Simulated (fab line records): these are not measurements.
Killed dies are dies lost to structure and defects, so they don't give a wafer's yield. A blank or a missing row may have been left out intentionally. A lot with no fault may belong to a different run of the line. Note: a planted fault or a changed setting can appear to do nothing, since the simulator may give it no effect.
One fault through the eyes of 2 desks / flow rit cmos / every desk sees just its own numbers, and what lay behind them comes last

## DESK OF THE TOOL OWNER: implanter-03
The tool's own readings at RIT_PWELL_IMPLANT_08, given as means over the sampled wafers that have a number, one for each lot that went through this tool. If a lot's mean is further than 4 standard deviations from the usual mean, the lot is out of limits and carries the mark OUT (the distance appears in the brackets).
Columns: A = beam on s at RIT_PWELL_IMPLANT_08, usual 10.00 s; B = dose ions cm2 at RIT_PWELL_IMPLANT_08, usual 7e+13; C = faraday current uA at RIT_PWELL_IMPLANT_08, usual 222
lot=L631; first seen here=day 2 03:10; A=9.99; B=7e+13; C=223
lot=L645; first seen here=day 5 06:15; A=10.21; B=7e+13; C=217
lot=L647; first seen here=day 5 13:52; A=10.11; B=7e+13; C=220
lot=L648; first seen here=day 5 19:56; A=9.84; B=9e+13 (+99 or more) OUT; C=293 (+15) OUT
lot=L652; first seen here=day 6 14:00; A=10.01; B=9e+13 (+99 or more) OUT; C=288 (+14) OUT
This desk finds L648, L652 out of limits, L648 being first, at day 5 19:56 (dose ions cm2 at RIT_PWELL_IMPLANT_08). L631, L645, L647: within limits.

## METROLOGY DESK
What the gauges read, lot by lot, whatever tool the lot ran on: means of the sampled wafers that have a number. If a lot's mean is further than 4 standard deviations from the usual mean, the lot is out of limits and carries the mark OUT (the distance appears in the brackets).
Columns: A = PWELL_TW at RIT_PWELL_TW_MEAS_10, usual 954; B = PWELL_RS at RIT_WELLDRIVE_RS_MEAS_02, usual 429.7 ohm/sq
lot=L630; first seen here=day 1 23:21; A=952; B=430.6
lot=L631; first seen here=day 2 03:29; A=958; B=429.2
lot=L632; first seen here=day 2 08:25; A=957; B=429.4
lot=L633; first seen here=day 2 14:57; A=955; B=430.9
lot=L639; first seen here=day 3 20:26; A=952; B=429.8
lot=L640; first seen here=day 4 05:04; A=959; B=428.7
lot=L644; first seen here=day 5 02:13; A=953; B=428.7
lot=L645; first seen here=day 5 06:32; A=959; B=428.3
lot=L646; first seen here=day 5 07:47; A=955; B=429.8
lot=L647; first seen here=day 5 14:11; A=954; B=430.1
lot=L648; first seen here=day 5 20:14; A=1039 (+19) OUT; B=364.0 (-66) OUT
lot=L651; first seen here=day 6 10:13; A=954; B=429.3
lot=L652; first seen here=day 6 14:17; A=1040 (+19) OUT; B=365.9 (-64) OUT
lot=L653; first seen here=day 6 18:06; A=953; B=430.3
Per this desk, out of limits: L648, L652; the first was L648, day 5 20:14 (PWELL_TW at RIT_PWELL_TW_MEAS_10). L630, L631, L632, L633, L639, L640, L644, L645, L646, L647, L651, L653: within limits.

## PUT TOGETHER
On L648, L652, at day 5 19:56, an alarm was possible from the tool owner's desk.
The metrology desk could have raised an alarm at day 5 20:14, on L648, L652.
The lots listed all ran RIT_PWELL_IMPLANT_08 on implanter-03.

## WHAT WAS PUT IN BY THE SIMULATOR
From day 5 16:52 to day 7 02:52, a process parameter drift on implanter-03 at RIT_PWELL_IMPLANT_08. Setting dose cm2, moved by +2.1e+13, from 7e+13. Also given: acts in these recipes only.
Lots struck among those shown: L648, L652.
Delay (hours) between the fault's onset and each desk's first out-of-limits reading: 3 at the tool owner's desk, 3 at the metrology desk.
